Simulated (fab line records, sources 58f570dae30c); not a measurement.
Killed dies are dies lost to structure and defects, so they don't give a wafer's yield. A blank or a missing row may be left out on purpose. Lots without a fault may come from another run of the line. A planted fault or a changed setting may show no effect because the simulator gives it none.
A struck lot beside a sound one | flow berkeley_cmos170 | 43 steps out of a route of 331
Sound: wafers L481.1, L481.4, L481.6. Struck: wafers L486.1, L486.2, L486.6. The cause comes at the end.
At each step with rows: each side's tool, then ch and its chambers, then its first start. Under that, the readings that differ: sound wafers | struck wafers | difference of the means | sigmas: that difference in standard deviations of wafers without a fault.
alike: readings whose means differ by less than 2 such deviations, and words and numbers that are the same on both sides. not compared: withheld readings, readings that some wafer has no value for, bounds like >300 that may hide the same value, and numbers for which the record gives no deviation and whose values overlap.
The two part at a step that has a row with sigmas, a row that says differs or no value, or rows on one side only. Numbers that don't overlap but have no deviation are shown without sigmas and don't part them. A reading that every wafer of one side lacks parts them only if that side has two wafers or more.

first, 3 steps without rows for these wafers: UCB170_PVT_EXPOSE_03 (exposes mask NWELL, target cd 3000 nm); UCB170_PVT_PEB_04; UCB170_PVT_DEVELOP_05 (develop time 45 s).
UCB170_PVT_OVL_MEAS_06:
  sound on overlay-02, day 5 16:19; struck on overlay-01, day 6 17:31
  alike: PVT_OVL
then, 1 step without rows for these wafers: UCB170_PVT_IMPLANT_07.
UCB170_PVT_STRIP_08: strips in O2.
  sound on plasma_asher-03 ch 0,1, day 5 16:31; struck on plasma_asher-01 ch 0,1, day 6 17:41
  alike: drypump_motor_current_A, oes_product_au, strip_time_to_endpoint_s
  not compared: rf_hours_counter_h
UCB170_PVT_TW_MEAS_09:
  sound on film_metro-04, day 5 16:37; struck on film_metro-03, day 6 17:47
  alike: PVT_TW
then, 1 step without rows for these wafers: UCB170_GATE_WET_ETCH_00 (etches SiO2 in dHF, time 200 s).
UCB170_FIELD_THK_MEAS_91:
  sound on film_metro-01, day 5 16:56; struck on film_metro-01, day 6 18:31
  reading                     | sound       | struck      | difference | sigmas
  FIELD_OXIDE_LEFT_2_THK (nm) | 346 334 336 | 370 366 383 | +34        | +3
then, 1 step without rows for these wafers: UCB170_GATE_OXIDATION_01 (target thk 6.6 nm, ox time 1800 s).
UCB170_GATE_THK_MEAS_02:
  sound on film_metro-02, day 5 20:06; struck on film_metro-02, day 6 23:08
  alike: GATE_OXIDE_THK
then, 1 step without rows for these wafers: UCB170_GATE_ANNEAL_03 (time 1800 s).
UCB170_GATE_CVD_04: deposits poly-Si from SiH4, time 1440 s, target thk 214 nm.
  sound on lpcvd-02 ch 1, day 5 23:23; struck on lpcvd-01 ch 0, day 7 04:05
  reading                                  | sound                | struck               | difference | sigmas
  spike_tc_centre_C (C)                    | 613.1 612.6 614.7    | 586.5 588.0 587.1    | -26.3      | -22
  spike_tc_load_C (C)                      | 637 637 637          | 609 608 607          | -29        | -7
  spike_tc_source_C (C)                    | 634 634 634          | 607 607 605          | -28        | -9
  susceptor_temp_C (C)                     | 609.41 609.84 609.98 | 584.75 584.94 585.02 | -24.84     | -92
  model.poly-Si_of_GATE_CVD_04.thk_nm (nm) | 210.2 209.7 208.7    | 117.9 115.8 116.7    | -92.7      |
UCB170_GATE_THK_MEAS_05:
  sound on film_metro-04, day 6 00:48; struck on film_metro-04, day 7 05:42
  reading            | sound             | struck            | difference | sigmas
  GATE_POLY_THK (nm) | 210.1 209.8 208.6 | 117.9 115.8 116.7 | -92.7      | -34
  not compared: hold
then, 5 steps without rows for these wafers: UCB170_GATE_COAT_07 (resist thk 900 nm); UCB170_GATE_SOFTBAKE_08 (time 60 s); UCB170_GATE_EXPOSE_09 (exposes mask POLY, target cd 350 nm); UCB170_GATE_PEB_10; UCB170_GATE_DEVELOP_11 (develop time 45 s).
UCB170_GATE_CD_MEAS_12: target cd 350 nm.
  sound on cd_sem-02, day 6 02:28; struck on cd_sem-01, day 7 09:25
  alike: cd_nm
UCB170_GATE_OVL_MEAS_13:
  sound on overlay-01, day 6 02:35; struck on overlay-01, day 7 09:32
  alike: GATE_OVL
UCB170_GATE_ETCH_14: etches BARC in N2/H2.
  sound on rie_diel-02 ch 0,3, day 6 02:38; struck on rie_diel-01 ch 0,1,2, day 7 09:35
  alike: drypump_motor_current_A, oes_product_au, throttle_valve_pct
UCB170_GATE_ETCH_15: etches poly-Si in HBr/Cl2, stops on SiO2, time 56.3 s, target depth 278.2 nm.
  sound on rie_si-01 ch 1,3, day 6 02:40; struck on rie_si-01 ch 1,3, day 7 09:37
  reading                          | sound             | struck            | difference | sigmas
  oes_product_au (a.u.)            | 0.837 0.816 0.833 | 0.584 0.593 0.597 | -0.237     | -18
  model.GATE.feature_depth_nm (nm) | 210.2 209.7 208.7 | 117.9 115.8 116.7 | -92.7      |
  model.etch.depth_nm (nm)         | 210.2 209.7 208.7 | 117.9 115.8 116.7 | -92.7      |
  alike: drypump_motor_current_A, throttle_valve_pct
  not compared: rf_hours_counter_h
UCB170_GATE_STRIP_16: strips in O2.
  sound on plasma_asher-03 ch 0,1, day 6 02:43; struck on plasma_asher-03 ch 0,1, day 7 09:40
  alike: drypump_motor_current_A, oes_product_au
  not compared: rf_hours_counter_h
UCB170_GATE_CD_MEAS_90: target cd 350 nm.
  sound on cd_sem-02, day 6 02:57; struck on cd_sem-02, day 7 09:46
  alike: cd_nm
then, 7 steps without rows for these wafers: UCB170_GATE_CLEAN_17 (cleans in SPM, time 600 s); UCB170_PLDD_HMDS_00 (prime time 60 s); UCB170_PLDD_COAT_01 (resist thk 900 nm); UCB170_PLDD_SOFTBAKE_02 (time 60 s); UCB170_PLDD_EXPOSE_03 (exposes mask PSELECT, target cd 1200 nm); UCB170_PLDD_PEB_04; UCB170_PLDD_DEVELOP_05 (develop time 45 s).
UCB170_PLDD_CD_MEAS_06: target cd 1200 nm.
  sound on cd_sem-01, day 6 04:14; struck on cd_sem-01, day 7 11:23
  alike: cd_nm
UCB170_PLDD_OVL_MEAS_07:
  sound on overlay-01, day 6 04:22; struck on overlay-02, day 7 11:32
  alike: PLDD_OVL
then, 2 steps without rows for these wafers: UCB170_PLDD_IMPLANT_08; UCB170_PLDD_IMPLANT_09.
UCB170_PLDD_STRIP_10: strips in O2.
  sound on plasma_asher-01 ch 0,1, day 6 05:00; struck on plasma_asher-01 ch 0,1, day 7 11:53
  alike: drypump_motor_current_A, oes_product_au, strip_time_to_endpoint_s
  not compared: rf_hours_counter_h
UCB170_PLDD_TW_MEAS_11:
  sound on film_metro-03, day 6 05:06; struck on film_metro-02, day 7 12:03
  alike: PLDD_TW
then, 3 steps without rows for these wafers: UCB170_PLDD_CLEAN_12 (cleans in SPM, time 600 s); UCB170_NLDD_HMDS_00 (prime time 60 s); UCB170_NLDD_COAT_01 (resist thk 900 nm).
UCB170_SILICIDE_PRE_CLEAN_00: preclean etch time 60 s.
  sound on pvd_sputter-01, day 6 20:12; struck on pvd_sputter-02, day 7 23:46
  reading                                  | sound             | struck          | difference | sigmas
  model.poly-Si_of_GATE_CVD_04.thk_nm (nm) | 203.5 202.8 201.9 | 110.9 109 109.8 | -92.8      |
UCB170_M3_PROBE_99:
  the record has rows for the sound wafers here (prober-01, day 7 19:31) and none for the struck ones

WHERE THEY PART
First at UCB170_FIELD_THK_MEAS_91; last, within this record, at UCB170_M3_PROBE_99.

WHY: what the simulator had put in
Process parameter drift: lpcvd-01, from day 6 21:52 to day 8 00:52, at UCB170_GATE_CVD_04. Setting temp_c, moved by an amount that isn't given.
